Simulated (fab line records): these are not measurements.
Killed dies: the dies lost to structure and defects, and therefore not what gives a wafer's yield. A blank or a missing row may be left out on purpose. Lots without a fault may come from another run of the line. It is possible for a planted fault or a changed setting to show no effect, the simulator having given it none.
The tool behind it: which one? + flow berkeleyCmos170 + Sampling: 14 lots, 42 wafers, 4 of 331 route steps

WHAT THE GAUGES READ, wafer by wafer
UCB170_GATE_OVL_MEAS_13.
| lot  | measured     | on         | GATE_OVL (nm) |
|------|--------------|------------|---------------|
| L962 | day 7 09:56  | overlay-01 | -4 7 -4       |
| L964 | day 7 10:11  | overlay-02 | 1 -2 1        |
| L965 | day 8 08:56  | overlay-01 | -3 -3 0       |
| L968 | day 8 09:03  | overlay-02 | -9 -6 -1      |
| L967 | day 8 09:12  | overlay-01 | 0 -6 -1       |
| L972 | day 9 03:26  | overlay-01 | -3 7 -10      |
| L974 | day 9 03:29  | overlay-02 | -4 -3 -1      |
| L973 | day 9 03:43  | overlay-01 | -4 3 4        |
| L970 | day 9 03:50  | overlay-01 | 5 3 -7        |
| L982 | day 11 21:02 | overlay-02 | -4 -10 -1     |
| L980 | day 11 21:17 | overlay-01 | -4 -4 -8      |
| L981 | day 11 21:29 | overlay-02 | -4 2 4        |
| L985 | day 12 19:58 | overlay-02 | 9 6 7         |
| L984 | day 12 20:14 | overlay-02 | -10 -6 -1     |

UCB170_NLDD_OVL_MEAS_07.
| lot  | measured     | on         | NLDD_OVL (nm) |
|------|--------------|------------|---------------|
| L962 | day 7 14:05  | overlay-02 | 3 -3 -2       |
| L964 | day 7 14:22  | overlay-01 | 10 -7 -2      |
| L965 | day 8 13:02  | overlay-01 | 6 0 5         |
| L968 | day 8 13:23  | overlay-02 | -6 0 -5       |
| L967 | day 8 13:40  | overlay-01 | 6 8 6         |
| L972 | day 9 07:47  | overlay-01 | -12 -3 -5     |
| L974 | day 9 07:53  | overlay-02 | -10 -15 -6    |
| L973 | day 9 08:08  | overlay-01 | 5 3 -4        |
| L970 | day 9 08:31  | overlay-02 | -5 -5 -3      |
| L982 | day 12 00:17 | overlay-01 | -1 -3 -3      |
| L980 | day 12 00:29 | overlay-02 | -7 1 6        |
| L981 | day 12 00:36 | overlay-01 | 5 -1 -2       |
| L985 | day 12 23:14 | overlay-02 | 4 1 2         |
| L984 | day 12 23:36 | overlay-01 | 3 -7 0        |

UCB170_NSD_CD_MEAS_06: the cd target is 1200 nm.
| lot  | measured     | on       | cdNm (nm)            |
|------|--------------|----------|----------------------|
| L962 | day 7 23:16  | cdSem-02 | 1202.7 1202.7 1202.7 |
| L964 | day 7 23:31  | cdSem-01 | 1200.3 1199.1 1200.5 |
| L965 | day 8 23:56  | cdSem-02 | 1200.2 1200.2 1201.1 |
| L968 | day 9 00:02  | cdSem-01 | 1203.0 1202.7 1202.3 |
| L967 | day 9 00:05  | cdSem-02 | 1200.4 1200.2 1200.0 |
| L972 | day 9 18:30  | cdSem-01 | - - -                |
| L974 | day 9 18:50  | cdSem-02 | 1202.8 1201.9 1202.8 |
| L973 | day 9 18:56  | cdSem-01 | 1198.8 1198.8 1198.5 |
| L970 | day 9 18:38  | cdSem-01 | - - -                |
| L982 | day 12 19:25 | cdSem-01 | 1196.3 1197.5 1198.7 |
| L980 | day 12 19:26 | cdSem-02 | 1199.6 1200.0 1200.3 |
| L981 | day 12 19:40 | cdSem-02 | 1198.2 1197.6 1198.2 |
| L985 | day 13 11:38 | cdSem-01 | 1201.4 1200.4 1201.6 |
| L984 | day 13 11:58 | cdSem-01 | 1200.9 1201.0 1200.0 |

WHAT TOOL EACH LOT RAN ON (gives the tool, then ch and the chambers of the sampled wafers, and finally the start)
| lot  | UCB170_NSD_DEVELOP_05            |
|------|----------------------------------|
| L962 | lithoTrack-02 ch 0, day 7 23:00  |
| L964 | lithoTrack-03 ch 0, day 7 23:00  |
| L965 | lithoTrack-02 ch 0, day 8 23:00  |
| L968 | lithoTrack-01 ch 0, day 8 23:00  |
| L967 | lithoTrack-03 ch 0, day 8 23:00  |
| L972 | lithoTrack-03, day 9 18:00       |
| L974 | lithoTrack-03 ch 0, day 9 18:00  |
| L973 | lithoTrack-01 ch 0, day 9 18:00  |
| L970 | lithoTrack-02, day 9 18:00       |
| L982 | lithoTrack-03 ch 0, day 12 19:00 |
| L980 | lithoTrack-01 ch 0, day 12 19:00 |
| L981 | lithoTrack-03 ch 0, day 12 19:00 |
| L985 | lithoTrack-03 ch 0, day 13 11:00 |
| L984 | lithoTrack-02 ch 0, day 13 11:00 |
- UCB170_NSD_DEVELOP_05: develop time 45 s.

WHAT THE TOOLS THEMSELVES READ (means of the sampled wafers that have a number; where no wafer has one, the mark that the record gives instead)
UCB170_NSD_DEVELOP_05.
| lot  | tool          | chillPlateTempC (C) |
|------|---------------|---------------------|
| L962 | lithoTrack-02 | 23.05               |
| L964 | lithoTrack-03 | 23.01               |
| L965 | lithoTrack-02 | 23.00               |
| L968 | lithoTrack-01 | 23.07               |
| L967 | lithoTrack-03 | 22.96               |
| L972 | lithoTrack-03 | -                   |
| L974 | lithoTrack-03 | 22.96               |
| L973 | lithoTrack-01 | 22.92               |
| L970 | lithoTrack-02 | -                   |
| L982 | lithoTrack-03 | 22.96               |
| L980 | lithoTrack-01 | 23.00               |
| L981 | lithoTrack-03 | 23.00               |
| L985 | lithoTrack-03 | 22.90               |
| L984 | lithoTrack-02 | 22.89               |

THE ANSWER, worked out from the rows above alone
Rule: the lots themselves supply what counts as usual. Put in order of their means at a reading, lots are off if they are a third of the lots or fewer, leave a main group of 4 or more, and stand apart from it by a gap of 3 or more times the standard deviation of the main group's means; of several such gaps the widest counts. The tables above print the reading to a certain number of digits; a main group whose means all agree to those digits is not used. Also off: a lot with no number at a reading for which 4 or more lots have one. Any other lot the step has rows for is counted as sound. Order of review: gauges by route order, followed by the tools' own readings, for which a lot's mean as printed above is used. At the first step where some lot is off, the reading lying furthest off is the one used; lots without a number count as furthest.
Off: L972, L970 (UCB170_NSD_CD_MEAS_06, cdNm). Without a number there: L972, L970. Mean 1200.4 nm and standard deviation 1.7 in the main group.
A tool fits if, at a process step before that reading, it ran every lot that is off, and no sound lot after the first of them. Not tried: the gauges at UCB170_NSD_CD_MEAS_06; whatever is off there is also off at UCB170_NSD_DEVELOP_05, on other tools, and gauge error can't account for it. Of those tried, none fits.

WHAT THE SIMULATOR HAD INSERTED
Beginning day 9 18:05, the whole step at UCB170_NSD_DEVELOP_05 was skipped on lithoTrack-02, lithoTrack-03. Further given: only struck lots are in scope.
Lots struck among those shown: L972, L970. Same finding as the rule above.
